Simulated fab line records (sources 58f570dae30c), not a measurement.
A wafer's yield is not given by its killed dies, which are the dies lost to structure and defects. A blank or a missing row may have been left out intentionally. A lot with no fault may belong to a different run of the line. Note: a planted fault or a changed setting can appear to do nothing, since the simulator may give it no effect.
Which tool was responsible? | flow berkeley cmos170 | Sampling: 15 lots, 45 wafers, 4 of 331 route steps

WHAT EACH GAUGE READ, for each wafer
UCB170_PSD_OVL_MEAS_07. Usual: for PSD_OVL the level is -5 nm and the standard deviation is 6.9.
lot  | measured     | on         | PSD_OVL (nm) | flag
L646 | day 7 02:31  | overlay-01 | -7 -12 -6    |
L648 | day 7 02:35  | overlay-02 | 3 6 4        |
L647 | day 7 02:26  | overlay-02 | -5 -21 -14   |
L650 | day 7 03:15  | overlay-01 | 0 -3 4       |
L649 | day 7 03:11  | overlay-02 | -12 -5 -10   |
L653 | day 8 01:05  | overlay-01 | -20 -17 -16  |
L655 | day 8 19:30  | overlay-02 | 5 -6 0       |
L656 | day 9 01:58  | overlay-02 | 1 4 4        |
L657 | day 9 06:32  | overlay-01 | -2 -8 -7     |
L661 | day 9 22:26  | overlay-02 | -8 -1 -10    |
L660 | day 9 22:59  | overlay-01 | 2 1 8        |
L669 | day 10 21:50 | overlay-01 | -2 -4 4      |

UCB170_M3_RS_MEAS_02: a four-point-probe measurement. Usual: for M3_AL_RS the level is 0.0322 ohm/sq and the standard deviation is 0.00035.
lot  | measured     | on            | M3_AL_RS (ohm/sq)    | flag
L646 | day 8 08:25  | film metro-02 | 0.0317 0.0317 0.0314 |
L648 | day 8 05:14  | film metro-02 | 0.0327 0.0328 0.0331 |
L647 | day 8 04:41  | film metro-04 | 0.0332 0.0326 0.0330 |
L650 | day 8 08:51  | film metro-02 | 0.0323 0.0326 0.0324 |
L649 | day 8 09:08  | film metro-03 | 0.0325 0.0322 0.0318 |
L653 | day 8 23:43  | film metro-04 | 0.0326 0.0323 0.0326 |
L655 | day 9 21:53  | film metro-02 | 0.0323 0.0322 0.0323 |
L656 | day 10 03:08 | film metro-03 | 0.0316 0.0317 0.0317 |
L657 | day 10 10:53 | film metro-04 | 0.0320 0.0321 0.0320 |
L661 | day 11 00:21 | film metro-02 | 0.0322 0.0323 0.0320 |
L660 | day 11 00:32 | film metro-03 | 0.0322 0.0324 0.0321 |
L669 | day 11 23:36 | film metro-02 | 0.0316 0.0316 0.0319 |

UCB170_M3_BOW_MEAS_20. Usual: for M3_BOW the level is 35 um and the standard deviation is 7.6.
lot  | measured     | on            | M3_BOW (um) | flag
L646 | day 8 11:04  | film metro-04 | 26 27 42    |
L648 | day 8 07:36  | film metro-04 | 37 39 45    |
L647 | day 8 07:16  | film metro-03 | 31 32 29    |
L650 | day 8 11:23  | film metro-03 | 22 36 53    |
L649 | day 8 11:41  | film metro-03 | 43 47 24    |
L653 | day 9 03:18  | film metro-02 | 29 26 31    |
L655 | day 10 00:50 | film metro-02 | 34 24 28    |
L656 | day 10 06:10 | film metro-02 | 40 40 39    |
L657 | day 10 13:47 | film metro-02 | 45 41 32    |
L661 | day 11 03:41 | film metro-04 | 14 40 31    |
L660 | day 11 03:49 | film metro-03 | 45 34 38    |
L669 | day 12 03:30 | film metro-04 | 38 15 33    |

EACH LOT AND THE TOOL THAT RAN IT (in order: tool; ch and the chambers of the sampled wafers; start)
lot  | UCB170_ACTIVE_STRIP_16
L646 | plasma asher-02 ch 0,1, day 4 10:11
L648 | plasma asher-01 ch 0,1, day 4 10:44
L647 | plasma asher-02 ch 0,1, day 4 10:46
L650 | plasma asher-04 ch 0,1, day 4 20:02
L649 | plasma asher-02 ch 0,1, day 4 20:09
L653 | plasma asher-04 ch 0,1, day 5 14:41
L655 | plasma asher-01 ch 0,1, day 6 07:17
L656 | plasma asher-04 ch 0,1, day 6 14:01
L657 | plasma asher-01 ch 0,1, day 7 00:02
L661 | plasma asher-01 ch 0, day 7 18:17
L660 | plasma asher-02 ch 0,1, day 7 18:34
L663 | plasma asher-01 ch 1, day 7 21:36
L666 | plasma asher-02 ch 0,1, day 8 13:38
L667 | plasma asher-01 ch 0,1, day 8 13:41
L669 | plasma asher-04 ch 0,1, day 8 22:47
- UCB170_ACTIVE_STRIP_16: strips in O2.

WHAT THE TOOLS THEMSELVES READ (means of the sampled wafers that have a number; where no wafer has one, the mark that the record gives instead)
UCB170_ACTIVE_STRIP_16. Usual: chamber pressure mTorr 3500 mTorr, standard deviation 3.4; drypump motor current A 5.6 A, standard deviation 0.47; oes product au 0.721 a.u., standard deviation 0.0044; strip time to endpoint s 18.15 s, standard deviation 0.082.
lot  | tool            | chamber pressure mTorr (mTorr) | drypump motor current A (A) | oes product au (a.u.) | strip time to endpoint s (s) | flag
L646 | plasma asher-02 | 3499                           | 5.6                         | 0.718                 | 18.10                        |
L648 | plasma asher-01 | 3497                           | 5.4                         | 0.723                 | 18.19                        |
L647 | plasma asher-02 | 3499                           | 5.4                         | 0.718                 | 18.12                        |
L650 | plasma asher-04 | 3501                           | 5.4                         | 0.723                 | 18.22                        |
L649 | plasma asher-02 | 3500                           | 5.6                         | 0.723                 | 18.19                        |
L653 | plasma asher-04 | 3503                           | 5.4                         | 0.718                 | 18.20                        |
L655 | plasma asher-01 | 3500                           | 5.4                         | 0.724                 | 18.13                        |
L656 | plasma asher-04 | 3501                           | 5.5                         | 0.717                 | 18.07                        |
L657 | plasma asher-01 | 3502                           | 5.4                         | 0.721                 | 18.10                        |
L661 | plasma asher-01 | 3500                           | 5.0                         | 0.726                 | 18.08                        |
L660 | plasma asher-02 | 3499                           | 5.6                         | 0.718                 | 18.27                        |
L663 | plasma asher-01 | -                              | -                           | -                     | -                            | OFF
L666 | plasma asher-02 | -                              | -                           | -                     | -                            | OFF
L667 | plasma asher-01 | -                              | -                           | -                     | -                            | OFF
L669 | plasma asher-04 | 3500                           | 5.6                         | 0.717                 | 18.15                        |

THE ANSWER, worked out from the rows above alone
Rule: lot off if the mean of its wafers having a number is beyond 3 standard deviations from the usual mean. A lot without any number at a reading at which 4 lots or more have one is off too. Any other lot the step has rows for is counted as sound. Order of review: gauges by route order, followed by the tools' own readings, for which a lot's mean as printed above is used. At the first step where some lot is off, the reading lying furthest off is the one used; lots without a number count as furthest.
Off, at UCB170_ACTIVE_STRIP_16 on chamber pressure mTorr: L663, L666, L667. Without a number there: L663, L666, L667.
A tool fits if, at that step or a process step before it, it ran every lot that is off, and no sound lot after the first of them. No candidate that was tried fits.

WHAT THE SIMULATOR HAD INSERTED
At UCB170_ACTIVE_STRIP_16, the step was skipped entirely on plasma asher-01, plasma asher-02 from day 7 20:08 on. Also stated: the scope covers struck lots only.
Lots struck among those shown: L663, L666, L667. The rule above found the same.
